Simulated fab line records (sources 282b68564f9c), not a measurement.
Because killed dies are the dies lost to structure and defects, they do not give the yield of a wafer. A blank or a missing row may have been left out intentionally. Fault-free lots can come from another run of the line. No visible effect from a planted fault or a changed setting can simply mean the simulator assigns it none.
Chamber matching ; flow rit cmos ; 4 sister chambers for RIT_GATE_ETCH_19 on rie si-01
The step etches poly-Si in SF6/CHF3/O2, stops on SiO2, time 165 s, target depth 312.5 nm. 4 wafers are shown with their chamber, then 7 later ones without.

## WAFERS, EACH WITH ITS CHAMBER
wafer;chamber;throttle valve pct (%)
L515.3;0;10.25
L515.6;1;10.58
L517.3;3;10.34
L517.4;2;10.29

## WAFERS WHOSE CHAMBER IS MISSING
wafer;throttle valve pct (%)
L517.5;10.57
L519.1;10.22
L519.2;10.58
L519.6;10.33
L529.2;10.25
L529.3;10.33
L529.5;10.33

## WHICH CHAMBER EACH WENT THROUGH
wafer;from the rows above;in truth
L517.5;1;1
L519.1;0;0
L519.2;1;1
L519.6;3;3
L529.2;0;0
L529.3;3;3
L529.5;3;3
Placed correctly: 7 of 7. Number that these rows cannot place: 0. 0 placed wrongly.
How it was worked out, from the rows above alone: a wafer's distance from a chamber is the root of the sum, over the readings, of the square of ((its reading less the chamber's mean) divided by the reading's scatter). If the next closest chamber is less than 2 further off than the closest, the wafer can't be placed; otherwise it belongs to the closest. Each chamber's mean is taken over the wafers shown for it. The scatter: root of mean squared gap, hidden wafer to nearest shown wafer, with one shown wafer a chamber.
